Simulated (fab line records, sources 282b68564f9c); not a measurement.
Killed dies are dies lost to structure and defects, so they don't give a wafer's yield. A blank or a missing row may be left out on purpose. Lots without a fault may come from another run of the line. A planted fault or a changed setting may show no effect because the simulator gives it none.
Problem report in the 8D (eight disciplines) form, filled by code | flow rit_cmos | the parts of the form that need people (team, actions taken, sign-off) are left out

1. THE PROBLEM
PSD_RS at RIT_SDANNEAL_RS_MEAS_04 reads a mean of 119.2 ohm/sq on 6 wafers of 2 lots; wafers without a fault read 115.9 ohm/sq with a standard deviation of 0.31. That is +11 standard deviations from the usual mean.
The step: measures by four-point-probe.
First seen on wafer L650.1, day 7 04:58, on film_metro-04. The record holds 42 wafers of 14 lots with a number at this step. Rule for "out", or "out of limits": more than 4 standard deviations from the usual mean. The other wafers with a number count as sound.

2. WHAT IT IS AND WHAT IT IS NOT
question                    | is                           | is not
which readings at this step | PSD_RS                       | -
which lots                  | L650, L651                   | L632, L633, L634, L635, L636, L637, L638, L640, L643, L644, L654, L655
which wafers of those lots  | all that have a number       | -
read on which gauges        | film_metro-01, film_metro-04 | film_metro-03
when                        | from day 7 04:58             | up to then (30 sound wafers); but 6 sound wafers of L654, L655 came after

3. SUSPECTS, AND WHAT RULES EACH OUT
Counting: a tool at a process step up to the reading stays a suspect if it ran every lot that is out and no sound lot after the first of them.
- the gauge at RIT_SDANNEAL_RS_MEAS_04: ruled out. The wafers that are out were read on 2 gauges (film_metro-01, film_metro-04).
- implanter-03 at RIT_PSD_IMPLANT_08: kept. It ran every lot that is out, first L650 (day 7 04:10), and no sound lot after that; its last sound lot up to then is L644 (day 5 15:09). Its own readings are out on those wafers: beam_on_s, faraday_current_uA.
Left after counting: implanter-03 at RIT_PSD_IMPLANT_08.

4. THE CAUSE (what the simulator had put in)
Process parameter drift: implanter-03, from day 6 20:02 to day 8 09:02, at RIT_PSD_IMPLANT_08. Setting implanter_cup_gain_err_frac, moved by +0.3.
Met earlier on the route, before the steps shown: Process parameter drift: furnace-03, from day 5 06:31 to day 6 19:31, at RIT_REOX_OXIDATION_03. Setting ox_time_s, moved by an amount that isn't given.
Counting left only this tool.

5. THE CHAIN OF EFFECTS, in route order
Each row: a reading whose mean over the struck wafers that have a number lies more than 3 standard deviations from the usual. Only readings for which the record gives a usual standard deviation are gone through. hours: the time from each lot's start at the first step in this table that gives one to its start at this step, as a median over the lots. sigmas: the change in usual standard deviations.
hours | step                    | reading            | usual        | on struck wafers | change | sigmas
0     | RIT_PSD_IMPLANT_08      | beam_on_s          | 13.7 s       | 10.6             | -3.1   | -10
0     | RIT_PSD_IMPLANT_08      | faraday_current_uA | 11242        | 14574            | +3332  | +14
1     | RIT_SDANNEAL_RS_MEAS_04 | PSD_RS             | 115.9 ohm/sq | 119.2            | +3.3   | +11
The process steps in it:
- RIT_PSD_IMPLANT_08

6. WHAT WOULD HAVE CAUGHT IT SOONER
In this record the first reading out of limits at a measuring or inspecting step was taken at day 7 04:58, 9 hours after the fault began at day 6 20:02.
The tool's own readings at RIT_PSD_IMPLANT_08 were out on every struck wafer that the step has a row for (beam_on_s, faraday_current_uA): an alarm limit on them would have fired on the first of those.
Of the lots that are out (2), L651 began RIT_PSD_IMPLANT_08 on implanter-03 after day 7 04:58. A hold on the tool at that time would have spared it.
